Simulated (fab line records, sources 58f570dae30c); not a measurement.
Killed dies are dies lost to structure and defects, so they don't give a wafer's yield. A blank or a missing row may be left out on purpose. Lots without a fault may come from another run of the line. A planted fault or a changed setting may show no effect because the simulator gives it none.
A struck lot beside a sound one | flow berkeley_cmos170 | 15 steps out of a route of 331
Sound: wafers L246.2, L246.5, L246.6. Struck: wafers L262.2, L262.3, L262.6. The cause comes at the end.
At each step with rows: each side's tool, then ch and its chambers, then its first start. Under that, the readings that differ: sound wafers | struck wafers | difference of the means | sigmas: that difference in standard deviations of wafers without a fault.
alike: readings whose means differ by less than 2 such deviations, and words and numbers that are the same on both sides. not compared: withheld readings, readings that some wafer has no value for, bounds like >300 that may hide the same value, and numbers for which the record gives no deviation and whose values overlap.
The two part at a step that has a row with sigmas, a row that says differs or no value, or rows on one side only. Numbers that don't overlap but have no deviation are shown without sigmas and don't part them. A reading that every wafer of one side lacks parts them only if that side has two wafers or more.

first, 3 steps without rows for these wafers: UCB170_M1_EXPOSE_06 (exposes mask METAL1, target cd 700 nm); UCB170_M1_PEB_07; UCB170_M1_DEVELOP_08 (develop time 45 s).
UCB170_M1_CD_MEAS_09: target cd 700 nm.
  sound on cd_sem-02, day 9 02:25; struck on cd_sem-01, day 13 08:20
  alike: cd_nm
UCB170_M1_OVL_MEAS_10:
  sound on overlay-01, day 9 02:31; struck on overlay-01, day 13 08:27
  alike: M1_OVL
UCB170_M1_ETCH_11: etches BARC in N2/H2.
  sound on rie_diel-01 ch 1,2,3, day 9 02:33; struck on rie_diel-03 ch 2,3, day 13 08:29
  alike: chamber_pressure_mTorr, drypump_motor_current_A, oes_product_au, throttle_valve_pct
UCB170_M1_METAL_ETCH_12: etches Al in Cl2/BCl3, stops on PSG, target depth 780 nm, time 130 s.
  sound on rie_metal-04 ch 0,1, day 9 02:35; struck on rie_metal-01 ch 0,1, day 13 08:31
  alike: chamber_pressure_mTorr, drypump_motor_current_A, oes_product_au, throttle_valve_pct
  not compared: rf_hours_counter_h
UCB170_M1_STRIP_13: strips in O2.
  sound on plasma_asher-01 ch 0,1, day 9 02:43; struck on plasma_asher-02 ch 0,1, day 13 08:39
  alike: chamber_pressure_mTorr, drypump_motor_current_A, oes_product_au
  not compared: rf_hours_counter_h
UCB170_M1_CD_MEAS_90: target cd 700 nm.
  sound on cd_sem-02, day 9 02:50; struck on cd_sem-02, day 13 08:46
  alike: cd_nm
then, 1 step without rows for these wafers: UCB170_M1_ANNEAL_14 (time 1200 s).
UCB170_V1_CVD_00: deposits SiO2 from TEOS/O2, target thk 2000 nm, time 250 s.
  sound on pecvd-02 ch 0,1, day 9 04:16; struck on pecvd-01 ch 0,1, day 13 10:13
  alike: heater_power_w
UCB170_V1_THK_MEAS_01:
  sound on film_metro-03, day 9 04:26; struck on film_metro-02, day 13 10:27
  alike: V1_TEOS_THK
UCB170_V1_CMP_02: polishes SiO2.
  sound on cmp-01 ch 1,2, day 9 04:29; struck on cmp-01 ch 1,2,3, day 13 10:36
  no value came back on the struck wafers for edge_zone_pressure_frac, head_pressure_psi (psi), motor_current_A (A); on the sound wafers edge_zone_pressure_frac reads 1.005 0.997 1.001
  reading                             | sound           | struck         | difference | sigmas
  model.SiO2_of_V1_CVD_00.thk_nm (nm) | 998 998.1 998.7 | 1964 1956 1975 | +967       |
UCB170_V1_BOW_MEAS_03:
  sound on film_metro-03, day 9 04:49; struck on film_metro-01, day 13 11:07
  reading     | sound    | struck | difference                    | sigmas
  V1_BOW (um) | 28 33 22 | - - -  | no value on the struck wafers |
  not compared: hold
UCB170_M3_PROBE_99:
  the record has rows for the sound wafers here (prober-01, day 9 15:59) and none for the struck ones

WHERE THEY PART
First at UCB170_V1_CMP_02; last, within this record, at UCB170_M3_PROBE_99.

WHY: what the simulator had put in
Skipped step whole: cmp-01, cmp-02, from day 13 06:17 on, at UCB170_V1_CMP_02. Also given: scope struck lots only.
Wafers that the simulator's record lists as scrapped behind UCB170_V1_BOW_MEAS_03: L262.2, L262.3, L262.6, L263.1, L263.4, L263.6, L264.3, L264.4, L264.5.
